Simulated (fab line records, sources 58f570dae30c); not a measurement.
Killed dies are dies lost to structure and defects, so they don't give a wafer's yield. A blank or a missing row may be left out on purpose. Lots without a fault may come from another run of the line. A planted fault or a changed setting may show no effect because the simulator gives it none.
fab line records | flow berkeley_cmos170
record lots=15 wafers=45 last_day=13
route steps=331 shown PVT@123 GATE@128 PSD@183 BACKSIDE@202
lots that met no fault: from a run of the same line without faults
start_h: hours from the record's first day to the start of the lot's first wafer shown | wait_h: hours since the lot's step before | " the same as in the row above | L1.1+2: a row that stands for several wafers | - no value, or no start given | * or withheld: withheld | < > ~ a bound
route shown NAME@n: a module of which the file shows steps, and the number in the route of the first | usual: mean/standard deviation of fault-free wafers | same: alike in all rows | chamber/n: place in a boat | sites: the reading at each site | _std_site: their standard deviation | _edge_site: outer sites' mean less inner sites' | radius_mm: how far each site lies from the wafer's centre | mask NAME#n: copy n | behind: the tool/chamber that last shaped the wafer | hold: why the lot was held/for how many hours/how that ended | device: the transistor (n, p or np) that didn't switch | end of line: the same wafers' tests at the end of the route | a step without rows: its recipe alone | killed: dies lost to structure and defects at the first sort, not the wafer's yield | map: a wafer's dies, x killed, . not, _ none there
set.NAME: the setting as run; set.NAME@STEP: as run at that earlier step | model.NAME: the simulator's own value behind a step, which no gauge read
steps of the route over a sample of lots; a table a step, a row a wafer
services: from which hour (start_h, from the record's first day; less than 0 if before it) a tool's chamber was out of use, for how many hours, and why
## steps
# step UCB170_PVT_STRIP_08
# recipe chemistry=O2 power_w=400 pressure_mtorr=3500 platen_temp_c=withheld o2_flow_sccm=400 overash_fraction=0.5
# usual drypump_motor_current_A=5.9/0.46 oes_product_au=0.734/0.0046 strip_time_to_endpoint_s=21.65/0.055
# columns lot.wafer tool chamber start_h wait_h drypump_motor_current_A oes_product_au rf_hours_counter_h strip_time_to_endpoint_s
L694.3 plasma_asher-03 0 109.38 0.1 6.2 0.740 - 21.56
L694.4 " 1 " " 6.0 0.732 - 21.56
L694.5 " 1 " " 6.0 0.733 - 21.54
L696.1 plasma_asher-03 1 123.06 0.1 6.0 0.736 36 21.73
L696.3 " 0 " " 6.2 0.727 - 21.67
L696.5 " 1 " " 5.9 0.735 - 21.63
L695.2 plasma_asher-04 1 123.45 0.1 5.6 0.737 1 21.71
L695.3 " 1 " " 5.6 0.740 - 21.70
L695.5 " 0 " " 6.6 0.736 - 21.63
L698.1 plasma_asher-02 1 133.66 0.1 5.4 0.728 38 21.56
L698.2 " 0 " " 5.2 0.737 38 21.59
L698.3 " 0 " " 5.2 0.738 - 21.69
L701.1 plasma_asher-02 0 150.16 0.1 5.2 0.743 40 21.61
L701.3 " 1 " " 5.4 0.729 - 21.63
L701.5 " 0 " " 5.2 0.750 - 21.61
L700.1 plasma_asher-03 1 150.89 0.1 5.9 0.735 39 21.65
L700.2 " 0 " " 6.2 0.742 39 21.64
L700.6 " 1 " " 5.9 0.731 - 21.57
L702.3 plasma_asher-04 0 151.01 0.1 6.6 0.735 - 21.68
L702.4 " 1 " " 5.6 0.740 - 21.74
L702.6 " 0 " " 6.6 0.735 - 21.70
L703.1 plasma_asher-03 0 162.94 0.1 6.3 0.728 40 21.68
L703.4 " 0 " " 6.3 0.731 - 21.69
L703.6 " 0 " " 6.3 0.734 - 21.73
L704.3 plasma_asher-02 1 174.97 0.1 5.4 0.729 - 21.71
L704.5 " 1 " " 5.4 0.736 - 21.66
L704.6 " 0 " " 5.2 0.738 - 21.73
L711.3 plasma_asher-03 0 198.10 0.1 6.2 0.729 - 21.70
L711.4 " 1 " " 5.9 0.739 - 21.61
L711.6 " 1 " " 5.9 0.736 - 21.69
L712.3 plasma_asher-03 1 222.81 0.1 6.0 0.737 - 21.64
L712.4 " 0 " " 6.2 0.731 - 21.56
L712.6 " 1 " " 5.9 0.734 - 21.55
L713.1 plasma_asher-03 1 223.05 0.1 6.0 0.732 46 21.66
L713.2 " 0 " " 6.3 0.732 46 21.68
L713.3 " 1 " " 6.0 0.727 - 21.71
L714.1 plasma_asher-02 1 226.44 0.1 5.4 0.733 47 21.66
L714.5 " 0 " " 5.2 0.737 - 21.63
L714.6 " 1 " " 5.4 0.730 - 21.65
L715.3 plasma_asher-04 1 226.80 0.1 5.6 0.736 - 21.69
L715.4 " 0 " " 6.6 0.736 - 21.68
L715.5 " 0 " " 6.6 0.733 - 21.60
L716.1 plasma_asher-03 0 240.32 0.1 6.2 0.727 47 21.69
L716.3 " 0 " " 6.2 0.731 - 21.70
L716.6 " 0 " " 6.2 0.732 - 21.67
# step UCB170_GATE_THK_MEAS_02
# recipe reads=SiO2_of_GATE_OXIDATION_01
# usual GATE_OXIDE_THK=6.62/0.13
# columns lot.wafer tool chamber start_h wait_h GATE_OXIDE_THK[nm]
L694.3 film_metro-01 - 114.32 0.0 6.35
L694.4 " - " " 6.38
L694.5 " - " " 6.41
L696.1 film_metro-03 - 128.06 0.0 6.64
L696.3 " - " " 6.61
L696.5 " - " " 6.54
L695.2 film_metro-01 - 128.07 0.0 6.50
L695.3 " - " " 6.66
L695.5 " - " " 6.53
L698.1 film_metro-02 - 139.31 0.0 6.52
L698.2 " - " " 6.48
L698.3 " - " " 6.50
L700.1 film_metro-03 - 154.90 0.0 6.69
L700.2 " - " " 6.67
L700.6 " - " " 6.58
L701.1 film_metro-02 - 154.90 0.0 6.60
L701.3 " - " " 6.78
L701.5 " - " " 6.51
L702.3 film_metro-01 - 154.95 0.1 6.74
L702.4 " - " " 6.72
L702.6 " - " " 6.89
L703.1 film_metro-02 - 169.44 0.0 6.76
L703.4 " - " " 6.70
L703.6 " - " " 6.83
L704.3 film_metro-03 - 182.71 0.0 6.74
L704.5 " - " " 6.79
L704.6 " - " " 6.84
L711.3 film_metro-03 - 200.95 0.1 6.61
L711.4 " - " " 6.76
L711.6 " - " " 6.72
L712.3 film_metro-01 - 226.61 0.2 6.64
L712.4 " - " " 6.58
L712.6 " - " " 6.74
L713.1 film_metro-03 - 226.65 0.2 6.56
L713.2 " - " " 6.50
L713.3 " - " " 6.55
L714.1 film_metro-03 - 230.83 0.0 6.54
L714.5 " - " " 6.46
L714.6 " - " " 6.51
L715.3 film_metro-02 - 230.85 0.0 6.74
L715.4 " - " " 6.64
L715.5 " - " " 6.65
L716.1 film_metro-02 - 245.03 0.0 6.58
L716.3 " - " " 6.50
L716.6 " - " " 6.63
# step UCB170_PSD_IMPLANT_08
# recipe species=B dose_cm2=3e+15 energy_kev=20 tilt_deg=7
# usual beam_energy_keV=20.001/0.0065 beam_on_s=9.98/0.2
# columns lot.wafer tool chamber start_h wait_h beam_energy_keV beam_on_s
L694.3 implanter-03 0 134.86 0.1 20.001 9.51
L694.4 " 0 " " 20.006 10.15
L694.5 " 0 " " 20.002 9.96
L696.1 implanter-03 0 147.12 0.0 20.012 10.11
L696.3 " 0 " " 20.013 10.27
L696.5 " 0 " " 20.009 9.78
L695.2 implanter-01 0 147.30 0.0 19.997 9.84
L695.3 " 0 " " 19.998 9.80
L695.5 " 0 " " 19.998 10.03
L698.1 implanter-04 0 157.01 0.0 20.011 10.06
L698.2 " 0 " " 20.011 9.93
L698.3 " 0 " " 20.006 9.99
L701.1 implanter-03 0 174.47 0.0 19.999 10.03
L701.3 " 0 " " 20.001 9.93
L701.5 " 0 " " 20.005 9.93
L700.1 implanter-01 0 178.29 0.0 19.999 9.97
L700.2 " 0 " " 19.992 9.93
L700.6 " 0 " " 19.988 10.22
L702.3 implanter-04 - 178.46 0.1 - -
L702.4 " - " " - -
L702.6 " - " " - -
L703.1 implanter-01 - 192.21 0.0 - -
L703.4 " - " " - -
L703.6 " - " " - -
L704.3 implanter-01 - 203.72 0.1 - -
L704.5 " - " " - -
L704.6 " - " " - -
L711.3 implanter-01 0 218.57 0.1 19.999 10.10
L711.4 " 0 " " 19.996 9.91
L711.6 " 0 " " 20.005 10.08
L713.1 implanter-04 0 245.56 0.0 19.998 9.77
L713.2 " 0 " " 19.998 9.60
L713.3 " 0 " " 19.991 10.12
L714.1 implanter-03 0 245.83 0.0 20.002 9.78
L714.5 " 0 " " 20.003 9.94
L714.6 " 0 " " 20.010 10.22
L715.3 implanter-01 0 246.61 0.1 19.987 10.47
L715.4 " 0 " " 19.998 10.08
L715.5 " 0 " " 20.000 9.86
L712.3 implanter-04 0 246.70 0.1 20.008 9.95
L712.4 " 0 " " 20.005 10.19
L712.6 " 0 " " 20.008 10.20
L716.1 implanter-01 0 264.18 0.0 19.996 10.09
L716.3 " 0 " " 20.003 10.28
L716.6 " 0 " " 20.004 9.81
# step UCB170_PSD_STRIP_09
# recipe chemistry=O2 power_w=400 pressure_mtorr=3500 platen_temp_c=withheld o2_flow_sccm=400 overash_fraction=0.5
# usual drypump_motor_current_A=5.8/0.47 oes_product_au=0.600/0.0044 strip_time_to_endpoint_s=29.41/0.084
# columns lot.wafer tool chamber start_h wait_h drypump_motor_current_A oes_product_au rf_hours_counter_h strip_time_to_endpoint_s
L694.3 plasma_asher-04 1 134.99 0.1 5.6 0.605 - 29.35
L694.4 " 0 " " 6.6 0.598 - 29.44
L694.5 " 0 " " 6.6 0.599 - 29.37
L696.1 plasma_asher-04 0 147.27 0.1 6.6 0.602 3 29.37
L696.3 " 1 " " 5.5 0.598 - 29.35
L696.5 " 0 " " 6.6 0.605 - 29.34
L695.2 plasma_asher-02 1 147.42 0.1 5.4 0.610 40 29.50
L695.3 " 1 " " 5.4 0.596 - 29.45
L695.5 " 1 " " 5.4 0.602 - 29.48
L698.1 plasma_asher-03 1 157.16 0.1 6.0 0.592 40 29.42
L698.2 " 0 " " 6.2 0.605 40 29.47
L698.3 " 0 " " 6.2 0.595 - 29.39
L701.1 plasma_asher-02 0 174.62 0.1 5.2 0.604 42 29.52
L701.3 " 1 " " 5.4 0.600 - 29.45
L701.5 " 0 " " 5.2 0.601 - 29.49
L700.1 plasma_asher-02 1 178.44 0.1 5.4 0.600 43 29.48
L700.2 " 0 " " 5.2 0.601 43 29.44
L700.6 " 0 " " 5.2 0.600 - 29.56
L702.3 plasma_asher-04 1 178.59 0.1 5.5 0.739 - 21.70
L702.4 " 0 " " 6.6 0.734 - 21.75
L702.6 " 1 " " 5.6 0.726 - 21.64
L703.1 plasma_asher-03 0 192.36 0.1 6.3 0.730 43 21.55
L703.4 " 0 " " 6.2 0.732 - 21.58
L703.6 " 0 " " 6.2 0.732 - 21.63
L704.3 plasma_asher-02 1 203.85 0.1 5.4 0.737 - 21.60
L704.5 " 1 " " 5.4 0.732 - 21.60
L704.6 " 0 " " 5.2 0.733 - 21.60
L711.3 plasma_asher-02 0 218.70 0.1 5.2 0.601 - 29.35
L711.4 " 1 " " 5.4 0.603 - 29.33
L711.6 " 0 " " 5.2 0.598 - 29.36
L713.1 plasma_asher-03 0 245.71 0.1 6.2 0.606 48 29.43
L713.2 " 1 " " 5.9 0.599 48 29.36
L713.3 " 0 " " 6.2 0.602 - 29.44
L714.1 plasma_asher-04 0 245.98 0.1 6.6 0.608 12 29.45
L714.5 " 1 " " 5.6 0.598 - 29.42
L714.6 " 0 " " 6.6 0.590 - 29.51
L715.3 plasma_asher-03 0 246.74 0.1 6.2 0.601 - 29.34
L715.4 " 1 " " 6.0 0.609 - 29.36
L715.5 " 0 " " 6.2 0.599 - 29.33
L712.3 plasma_asher-02 1 246.83 0.1 5.4 0.606 - 29.31
L712.4 " 0 " " 5.2 0.602 - 29.38
L712.6 " 0 " " 5.2 0.602 - 29.34
L716.1 plasma_asher-03 0 264.33 0.1 6.2 0.598 50 29.55
L716.3 " 1 " " 6.0 0.600 - 29.52
L716.6 " 0 " " 6.3 0.602 - 29.61
# step UCB170_PSD_TW_MEAS_10
# usual PSD_TW=2345/20
# columns lot.wafer tool chamber start_h wait_h PSD_TW
L694.3 film_metro-04 - 135.08 0.1 2339
L694.4 " - " " 2362
L694.5 " - " " 2356
L696.1 film_metro-01 - 147.37 0.1 2318
L696.3 " - " " 2322
L696.5 " - " " 2319
L695.2 film_metro-03 - 147.53 0.1 2346
L695.3 " - " " 2340
L695.5 " - " " 2340
L698.1 film_metro-03 - 157.26 0.1 2335
L698.2 " - " " 2348
L698.3 " - " " 2341
L701.1 film_metro-01 - 174.72 0.1 2335
L701.3 " - " " 2318
L701.5 " - " " 2330
L700.1 film_metro-04 - 178.54 0.1 2365
L700.2 " - " " 2349
L700.6 " - " " 2367
L702.3 film_metro-03 - 178.68 0.1 30
L702.4 " - " " 30
L702.6 " - " " 30
L703.1 film_metro-01 - 192.46 0.1 30
L703.4 " - " " 30
L703.6 " - " " 30
L704.3 film_metro-04 - 203.94 0.1 31
L704.5 " - " " 30
L704.6 " - " " 30
L711.3 film_metro-03 - 218.79 0.1 2366
L711.4 " - " " 2357
L711.6 " - " " 2377
L713.1 film_metro-01 - 245.81 0.1 2318
L713.2 " - " " 2337
L713.3 " - " " 2345
L714.1 film_metro-04 - 246.08 0.1 2341
L714.5 " - " " 2344
L714.6 " - " " 2349
L715.3 film_metro-04 - 246.83 0.1 2347
L715.4 " - " " 2343
L715.5 " - " " 2343
L712.3 film_metro-01 - 246.92 0.1 2332
L712.4 " - " " 2333
L712.6 " - " " 2333
L716.1 film_metro-03 - 264.43 0.1 2344
L716.3 " - " " 2351
L716.6 " - " " 2349
# step UCB170_BACKSIDE_STRIP_03
# recipe chemistry=O2 power_w=400 pressure_mtorr=3500 platen_temp_c=withheld o2_flow_sccm=400 overash_fraction=0.5
# usual drypump_motor_current_A=5.8/0.69 oes_product_au=0.735/0.004 strip_time_to_endpoint_s=21.97/0.061
# columns lot.wafer tool chamber start_h wait_h drypump_motor_current_A oes_product_au rf_hours_counter_h strip_time_to_endpoint_s
L694.3 plasma_asher-04 0 138.53 0.1 6.6 0.738 - 22.02
L694.4 " 1 " " 5.6 0.731 - 22.09
L694.5 " 1 " " 5.6 0.740 - 22.04
L696.1 plasma_asher-02 1 149.56 0.1 5.4 0.737 40 21.93
L696.3 " 1 " " 5.4 0.740 - 21.98
L696.5 " 0 " " 5.2 0.732 - 21.97
L695.2 plasma_asher-01 1 150.43 0.1 6.6 0.744 47 22.03
L695.3 " 1 " " 6.6 0.736 - 21.99
L695.5 " 1 " " 6.6 0.741 - 22.03
L698.1 plasma_asher-01 1 161.08 0.1 6.6 0.738 48 22.03
L698.2 " 0 " " 4.9 0.732 48 21.97
L698.3 " 1 " " 6.6 0.733 - 22.02
L701.1 plasma_asher-01 0 178.86 0.1 4.9 0.738 49 21.97
L701.3 " 0 " " 4.9 0.740 - 22.02
L701.5 " 0 " " 4.9 0.735 - 21.93
L700.1 plasma_asher-04 0 182.45 0.1 6.6 0.738 6 21.97
L700.2 " 1 " " 5.5 0.739 6 21.99
L700.6 " 0 " " 6.6 0.732 - 21.96
L702.3 plasma_asher-01 1 182.76 0.1 6.6 0.735 - 22.08
L702.4 " 0 " " 4.9 0.739 - 22.06
L702.6 " 1 " " 6.6 0.737 - 22.00
L703.1 plasma_asher-01 1 194.97 0.1 6.6 0.734 50 21.98
L703.4 " 0 " " 5.0 0.740 - 22.01
L703.6 " 1 " " 6.6 0.728 - 21.98
L704.3 plasma_asher-02 0 208.23 0.1 5.2 0.732 - 22.02
L704.5 " 0 " " 5.2 0.735 - 22.01
L704.6 " 1 " " 5.4 0.745 - 21.91
L711.3 plasma_asher-04 0 225.54 0.1 6.6 0.738 - 22.00
L711.4 " 1 " " 5.5 0.733 - 21.96
L711.6 " 0 " " 6.6 0.738 - 21.97
L713.1 plasma_asher-01 1 249.42 0.1 6.6 0.736 56 21.87
L713.2 " 0 " " 5.0 0.742 56 21.96
L713.3 " 1 " " 6.6 0.733 - 21.82
L714.1 plasma_asher-04 0 249.76 0.1 6.6 0.735 13 21.92
L714.5 " 1 " " 5.5 0.735 - 21.93
L714.6 " 0 " " 6.6 0.731 - 21.90
L715.3 plasma_asher-04 1 250.46 0.1 5.5 0.739 - 21.92
L715.4 " 0 " " 6.6 0.733 - 21.96
L715.5 " 1 " " 5.5 0.740 - 21.99
L712.3 plasma_asher-02 0 250.99 0.1 5.2 0.737 - 21.89
L712.4 " 1 " " 5.4 0.734 - 21.92
L712.6 " 1 " " 5.4 0.733 - 21.93
L716.1 plasma_asher-01 1 268.66 0.1 6.6 0.729 59 21.96
L716.3 " 1 " " 6.6 0.737 - 21.87
L716.6 " 1 " " 6.6 0.737 - 21.90
# step UCB170_SDANNEAL_RS_MEAS_02
# recipe thk_meas_gauge=four-point-probe
# usual PSD_RS=75.5/0.39
# columns lot.wafer tool chamber start_h wait_h PSD_RS[ohm/sq]
L694.3 film_metro-03 - 138.93 0.1 75.4
L694.4 " - " " 75.2
L694.5 " - " " 75.1
L696.1 film_metro-04 - 150.07 0.1 75.8
L696.3 " - " " 75.7
L696.5 " - " " 75.7
L695.2 film_metro-04 - 150.86 0.1 75.9
L695.3 " - " " 75.2
L695.5 " - " " 75.4
L698.1 film_metro-04 - 161.48 0.0 75.4
L698.2 " - " " 75.5
L698.3 " - " " 75.7
L701.1 film_metro-04 - 179.26 0.0 75.1
L701.3 " - " " 75.2
L701.5 " - " " 75.4
L700.1 film_metro-04 - 183.15 0.1 75.6
L700.2 " - " " 75.5
L700.6 " - " " 75.5
L702.3 film_metro-01 - 183.16 0.1 132.8
L702.4 " - " " 132.9
L702.6 " - " " 132.9
L703.1 film_metro-01 - 195.37 0.0 132.8
L703.4 " - " " 132.7
L703.6 " - " " 133.1
L704.3 film_metro-04 - 208.97 0.1 132.6
L704.5 " - " " 132.9
L704.6 " - " " 132.9
L711.3 film_metro-04 - 226.39 0.4 75.8
L711.4 " - " " 75.6
L711.6 " - " " 75.5
L713.1 film_metro-03 - 249.82 0.0 75.3
L713.2 " - " " 75.5
L713.3 " - " " 75.3
L714.1 film_metro-04 - 250.17 0.0 75.4
L714.5 " - " " 75.4
L714.6 " - " " 75.3
L715.3 film_metro-03 - 250.86 0.1 76.1
L715.4 " - " " 76.1
L715.5 " - " " 76.0
L712.3 film_metro-01 - 251.43 0.1 75.8
L712.4 " - " " 75.9
L712.6 " - " " 75.7
L716.1 film_metro-04 - 269.09 0.0 74.7
L716.3 " - " " 74.8
L716.6 " - " " 74.3
## services
# columns tool chamber start_h hours kind
plasma_asher-04 - 108.84 9.0 pm
plasma_asher-04 0 108.84 9.0 vent_cycle
plasma_asher-04 1 108.84 9.0 vent_cycle
implanter-03 - 111.10 3.2 pm
plasma_asher-04 0 117.84 - clean
plasma_asher-04 1 117.84 - clean
plasma_asher-02 - 150.46 2.8 pm
plasma_asher-04 - 153.72 8.6 repair
implanter-01 - 170.14 2.5 repair
implanter-04 - 197.79 2.3 repair
implanter-03 - 211.48 9.3 pm
plasma_asher-03 - 219.91 0.7 repair
implanter-03 - 258.13 4.0 repair
implanter-04 - 264.00 18.9 pm
## key
first_sign step=UCB170_PSD_IMPLANT_08 reading=tool_record direction=missing
effect step=UCB170_PSD_STRIP_09 reading=strip_time_to_endpoint_s direction=down sigmas=92 usual=* struck=*
effect step=UCB170_PSD_TW_MEAS_10 reading=PSD_TW direction=down sigmas=99+ usual=2345 struck=30
effect step=UCB170_SDANNEAL_RS_MEAS_02 reading=PSD_RS direction=up sigmas=99+ usual=75.5 struck=132.9
met_at UCB170_PSD_IMPLANT_08
struck_lots L702,L703,L704
later_rows_left_out L702.3,L702.4,L702.6,L703.1,L703.4,L703.6,L704.3,L704.5,L704.6
sort_left_out L702.3,L702.4,L702.6,L703.1,L703.4,L703.6,L704.3,L704.5,L704.6
tester_left_out L702,L703,L704
not_acting_at UCB170_PVT_STRIP_08,UCB170_GATE_THK_MEAS_02,UCB170_BACKSIDE_STRIP_03
onset_between 178.29 178.46
fault kind=skipped_step_whole tool=implanter-01,implanter-04 chamber=- onset_h=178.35 steps=UCB170_PSD_IMPLANT_08 scope=struck_lots_only
# tester_left_out: of these lots the tester's yield and bins aren't shown, on N5 and GAA mostly nor the transistor test; their killed dies are dies lost to structure and defects alone, not to doping, threshold or leakage, so they don't give the yield
# sort_left_out: the simulated sort isn't trusted on such a fault, so these wafers' sort isn't shown, and their yield isn't known
# later_rows_left_out: the simulator's readings of these wafers behind a module that went badly wrong aren't trusted and aren't shown, but for the sort
